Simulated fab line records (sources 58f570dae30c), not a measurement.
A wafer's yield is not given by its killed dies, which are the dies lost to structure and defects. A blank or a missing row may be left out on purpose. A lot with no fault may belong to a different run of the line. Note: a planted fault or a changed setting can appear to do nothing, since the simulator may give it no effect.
Which of the tools did it?	flow berkeley_cmos170	42 wafers from 14 lots sampled at 4 of the route's 331 steps

## WHAT THE GAUGES READ, wafer by wafer
UCB170_V2_CD_MEAS_12: target cd 700 nm.
lot	measured	on	cd_nm (nm)
L426	day 7 09:56	cd_sem-02	701.1 700.1 700.0
L427	day 7 20:02	cd_sem-01	699.1 701.0 700.8
L429	day 8 06:25	cd_sem-02	698.6 699.4 698.7
L433	day 8 19:26	cd_sem-01	697.1 696.4 697.8
L432	day 8 19:48	cd_sem-02	699.9 699.0 700.6
L434	day 9 00:34	cd_sem-02	697.9 699.5 698.3
L436	day 9 04:14	cd_sem-01	700.8 701.7 702.0
L435	day 9 04:35	cd_sem-02	700.7 702.8 703.0
L438	day 9 18:17	cd_sem-02	698.5 698.8 698.6
L442	day 11 07:49	cd_sem-01	701.1 701.6 700.7
L444	day 11 08:02	cd_sem-02	699.3 700.3 700.4
L448	day 11 20:20	cd_sem-02	700.1 700.4 701.1
L449	day 11 20:40	cd_sem-01	699.9 698.4 700.0
L446	day 11 20:50	cd_sem-01	697.1 700.2 699.7

UCB170_M3_OVL_MEAS_16.
lot	measured	on	M3_OVL (nm)
L426	day 7 13:16	overlay-02	1 5 5
L427	day 7 23:47	overlay-02	3 4 5
L429	day 8 10:07	overlay-01	4 7 11
L433	day 8 22:21	overlay-02	5 6 1
L432	day 8 23:04	overlay-01	-6 1 -9
L434	day 9 03:49	overlay-02	8 9 9
L436	day 9 06:56	overlay-01	0 1 4
L435	day 9 07:17	overlay-02	3 5 8
L438	day 9 22:10	overlay-02	2 -3 2
L442	day 11 10:46	overlay-02	-3 4 -5
L444	day 11 10:53	overlay-01	-6 -4 -2
L448	day 11 23:20	overlay-02	11 8 12
L449	day 11 23:35	overlay-01	-2 -4 2
L446	day 11 23:56	overlay-02	5 4 3

UCB170_M3_BOW_MEAS_20.
lot	measured	on	M3_BOW (um)
L426	day 7 13:57	film_metro-01	40 41 52
L427	day 8 00:16	film_metro-01	36 26 34
L429	day 8 10:49	film_metro-03	41 40 43
L433	day 8 22:52	film_metro-02	37 22 31
L432	day 8 23:33	film_metro-01	46 24 34
L434	day 9 04:18	film_metro-02	40 31 43
L436	day 9 07:25	film_metro-02	29 41 27
L435	day 9 07:49	film_metro-01	31 19 26
L438	day 9 22:40	film_metro-01	27 43 37
L442	day 11 11:17	film_metro-01	24 41 29
L444	day 11 11:31	film_metro-02	47 30 31
L448	day 11 23:50	film_metro-02	44 24 30
L449	day 12 00:05	film_metro-02	39 47 37
L446	day 12 00:25	film_metro-01	25 38 33

## WHAT TOOL EACH LOT RAN ON (gives the tool, then ch and the chambers of the sampled wafers, and finally the start)
lot	UCB170_M3_HMDS_04
L426	litho_track-02 ch 0, day 7 11:09
L427	litho_track-04 ch 0, day 7 21:07
L429	litho_track-04 ch 0, day 8 07:49
L433	litho_track-01 ch 0, day 8 20:22
L432	litho_track-01 ch 0, day 8 20:46
L434	litho_track-02 ch 0, day 9 01:37
L436	litho_track-04 ch 0, day 9 05:08
L435	litho_track-04 ch 0, day 9 05:39
L438	litho_track-01 ch 0, day 9 19:48
L442	litho_track-02 ch 0, day 11 08:43
L444	litho_track-01 ch 0, day 11 09:00
L448	litho_track-01 ch 0, day 11 21:13
L449	litho_track-04 ch 0, day 11 21:33
L446	litho_track-02 ch 0, day 11 21:45
- UCB170_M3_HMDS_04: prime time 60 s.

## AS READ BY THE TOOLS THEMSELVES (means over the sampled wafers that have a number; for cases with no such wafer, the mark the record gives instead)
UCB170_M3_HMDS_04.
lot	tool	prime_temp_c (C)
L426	litho_track-02	99.92
L427	litho_track-04	100.08
L429	litho_track-04	100.08
L433	litho_track-01	100.14
L432	litho_track-01	100.15
L434	litho_track-02	99.88
L436	litho_track-04	99.01
L435	litho_track-04	99.05
L438	litho_track-01	100.03
L442	litho_track-02	99.91
L444	litho_track-01	100.02
L448	litho_track-01	100.08
L449	litho_track-04	100.09
L446	litho_track-02	100.12

## THE ANSWER, worked out from the rows above alone
Rule: the usual values come from the lots themselves. Put in order of their means at a reading, lots are off if they are a third of the lots or fewer, leave a main group of 4 or more, and stand apart from it by a gap of 3 or more times the standard deviation of the main group's means; of several such gaps the widest counts. Not used: any main group whose means are identical at the precision the tables above print for the reading. A lot without any number at a reading at which 4 lots or more have one is off too. The other lots that the step has rows for count as sound. First the gauges in route order, then the tools' own readings, where a lot's mean is used as printed above. At the first step where some lot is off, the reading lying furthest off is the one used; lots without a number count as furthest.
Off, at UCB170_M3_HMDS_04 on prime_temp_c: L436, L435. Mean 100.04 C and standard deviation 0.088 in the main group.
A tool fits if, at that step or a process step before it, it ran every lot that is off, and no sound lot after the first of them. None of those tried fits.

## WHAT THE SIMULATOR HAD INSERTED
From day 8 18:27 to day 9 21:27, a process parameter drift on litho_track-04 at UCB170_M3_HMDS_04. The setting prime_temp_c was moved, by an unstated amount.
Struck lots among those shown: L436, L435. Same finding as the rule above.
